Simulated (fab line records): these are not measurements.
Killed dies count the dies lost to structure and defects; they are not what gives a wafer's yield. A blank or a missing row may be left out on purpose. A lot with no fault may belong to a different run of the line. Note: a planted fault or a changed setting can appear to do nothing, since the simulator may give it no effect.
Which of the tools did it? + flow ritCmos + 15 lots with 45 wafers sampled at 3 steps, on a route of 202 steps

== WHAT THE GAUGES READ, wafer by wafer ==
RIT_NWELL_TW_MEAS_10.
| lot  | measured    | on           | NWELL_TW       |
|------|-------------|--------------|----------------|
| L404 | day 1 23:03 | filmMetro-03 | 2127 2115 2124 |
| L405 | day 2 04:05 | filmMetro-01 | 2135 2135 2146 |
| L406 | day 2 08:28 | filmMetro-01 | 2132 2145 2133 |
| L408 | day 2 17:38 | filmMetro-01 | 2134 2142 2141 |
| L409 | day 2 23:55 | filmMetro-03 | 2122 2108 2109 |
| L410 | day 3 02:55 | filmMetro-04 | 2140 2130 2132 |
| L411 | day 3 12:05 | filmMetro-01 | 2142 2132 2142 |
| L412 | day 3 15:49 | filmMetro-04 | 2140 2137 2137 |
| L413 | day 3 22:41 | filmMetro-04 | 2132 2122 2133 |
| L414 | day 4 02:02 | filmMetro-01 | 2149 2150 2136 |
| L416 | day 4 10:34 | filmMetro-03 | 2110 2110 2113 |
| L418 | day 5 00:37 | filmMetro-04 | 2187 2184 2199 |
| L419 | day 5 02:40 | filmMetro-04 | 2209 2203 2211 |
| L420 | day 5 06:04 | filmMetro-01 | 2218 2222 2202 |
| L426 | day 6 13:03 | filmMetro-04 | 2148 2126 2119 |

RIT_WELLDRIVE_RS_MEAS_01: measures by four-point-probe.
| lot  | measured    | on           | NWELL_RS (ohm/sq) |
|------|-------------|--------------|-------------------|
| L404 | day 2 06:33 | filmMetro-01 | 275.0 274.7 274.5 |
| L405 | day 2 10:58 | filmMetro-04 | 275.1 274.7 275.4 |
| L406 | day 2 15:37 | filmMetro-01 | 274.3 274.2 275.2 |
| L408 | day 3 00:28 | filmMetro-03 | 275.3 275.1 274.3 |
| L409 | day 3 06:49 | filmMetro-03 | 275.3 274.7 275.5 |
| L410 | day 3 10:32 | filmMetro-04 | 275.0 275.7 276.0 |
| L411 | day 3 18:55 | filmMetro-01 | 275.1 274.8 274.6 |
| L412 | day 3 23:30 | filmMetro-03 | 275.0 274.4 274.7 |
| L413 | day 4 05:47 | filmMetro-04 | 276.8 276.3 276.1 |
| L414 | day 4 09:36 | filmMetro-04 | 274.7 275.5 275.1 |
| L416 | day 4 18:20 | filmMetro-03 | 275.4 275.5 276.4 |
| L418 | day 5 07:20 | filmMetro-03 | 261.1 261.0 260.7 |
| L419 | day 5 09:45 | filmMetro-01 | 258.3 258.7 258.9 |
| L420 | day 5 13:41 | filmMetro-03 | 258.6 258.5 259.1 |
| L426 | day 6 20:38 | filmMetro-01 | 275.6 275.8 274.8 |

== TOOL THAT RAN EACH LOT (tool first, then ch and the chambers of the sampled wafers, then the start) ==
| lot  | RIT_NWELL_IMPLANT_08           |
|------|--------------------------------|
| L404 | implanter-04 ch 0, day 1 22:44 |
| L405 | implanter-04 ch 0, day 2 03:46 |
| L406 | implanter-01 ch 0, day 2 08:09 |
| L408 | implanter-02 ch 0, day 2 17:19 |
| L409 | implanter-01 ch 0, day 2 23:37 |
| L410 | implanter-01 ch 0, day 3 02:35 |
| L411 | implanter-02 ch 0, day 3 11:47 |
| L412 | implanter-04 ch 0, day 3 15:29 |
| L413 | implanter-04 ch 0, day 3 22:23 |
| L414 | implanter-04 ch 0, day 4 01:42 |
| L416 | implanter-04 ch 0, day 4 10:17 |
| L418 | implanter-04 ch 0, day 5 00:20 |
| L419 | implanter-04 ch 0, day 5 02:22 |
| L420 | implanter-04 ch 0, day 5 05:44 |
| L426 | implanter-01 ch 0, day 6 12:43 |
- RIT_NWELL_IMPLANT_08

== AS READ BY THE TOOLS THEMSELVES (means over the sampled wafers that have a number; for cases with no such wafer, the mark the record gives instead) ==
RIT_NWELL_IMPLANT_08.
| lot  | tool         | beamOnS (s) | endStationPressureTorr (Torr) | faradayCurrentUA | tiltDeg (degrees) |
|------|--------------|-------------|-------------------------------|------------------|-------------------|
| L404 | implanter-04 | 10.08       | 5.02e-06                      | 157              | 6.995             |
| L405 | implanter-04 | 10.02       | 5.12e-06                      | 158              | 6.997             |
| L406 | implanter-01 | 10.12       | 5.09e-06                      | 157              | 7.011             |
| L408 | implanter-02 | 10.09       | 5.22e-06                      | 157              | 7.001             |
| L409 | implanter-01 | 9.92        | 4.94e-06                      | 160              | 7.001             |
| L410 | implanter-01 | 10.04       | 5.15e-06                      | 158              | 7.014             |
| L411 | implanter-02 | 9.83        | 5.05e-06                      | 161              | 6.972             |
| L412 | implanter-04 | 10.14       | 4.86e-06                      | 157              | 6.990             |
| L413 | implanter-04 | 9.94        | 5.21e-06                      | 160              | 6.996             |
| L414 | implanter-04 | 9.85        | 5.38e-06                      | 161              | 7.002             |
| L416 | implanter-04 | 10.15       | 5.24e-06                      | 156              | 7.004             |
| L418 | implanter-04 | 10.97       | 5.13e-05                      | 146              | 6.994             |
| L419 | implanter-04 | 11.08       | 5.05e-05                      | 145              | 6.991             |
| L420 | implanter-04 | 11.20       | 4.73e-05                      | 143              | 6.983             |
| L426 | implanter-01 | 9.90        | 4.98e-06                      | 160              | 6.995             |

== THE ANSWER, worked out from the rows above alone ==
Rule: the usual values come from the lots themselves. The widest of any qualifying gaps counts: lots, ordered by their means at a reading, are off when they make up no more than a third of the lots, leave a main group of 4 or more, and stand apart from it by 3 or more times the standard deviation of that group's means. If all means in a main group match to the digits the tables above print for the reading, that group is not used. A lot without any number at a reading at which 4 lots or more have one is off too. Where the step has rows for the other lots, those lots are counted as sound. Order of review: gauges by route order, followed by the tools' own readings, for which a lot's mean as printed above is used. At the first step where some lot is off, the reading lying furthest off is the one used; lots without a number count as furthest.
Off: L418, L419, L420, at RIT_NWELL_TW_MEAS_10 (NWELL_TW). For the main group the mean is 2131 and the standard deviation 10.
If a tool, at a process step before that reading, ran all the lots that are off and no sound lot after the first of them, it fits. The gauges at RIT_NWELL_TW_MEAS_10 aren't tried: what is off there is off at RIT_NWELL_IMPLANT_08 too, on other tools, and a gauge's error can't cause that. One fits: RIT_NWELL_IMPLANT_08 on implanter-04. Its last sound lot is L416 (day 4 10:17), its first lot that is off L418 (day 5 00:20): a fault that began between those two fits.
The tool's own readings at RIT_NWELL_IMPLANT_08 bear it out: on the lots that are off they differ by more than 5 times the standard deviation of the sound lots' means. beamOnS reads 11.08 s there against 10.01 s on the sound lots; endStationPressureTorr reads 4.97e-05 Torr there against 5.11e-06 Torr on the sound lots; faradayCurrentUA reads 145 there against 158 on the sound lots.

== WHAT HAD BEEN PUT IN BY THE SIMULATOR ==
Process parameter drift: implanter-04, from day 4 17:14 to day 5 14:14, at RIT_NWELL_IMPLANT_08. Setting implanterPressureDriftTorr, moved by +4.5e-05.
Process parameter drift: implanter-04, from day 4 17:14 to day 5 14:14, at RIT_NWELL_IMPLANT_08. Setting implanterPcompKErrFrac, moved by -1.
Struck lots among those shown: L418, L419, L420. The same result came from the rule above.
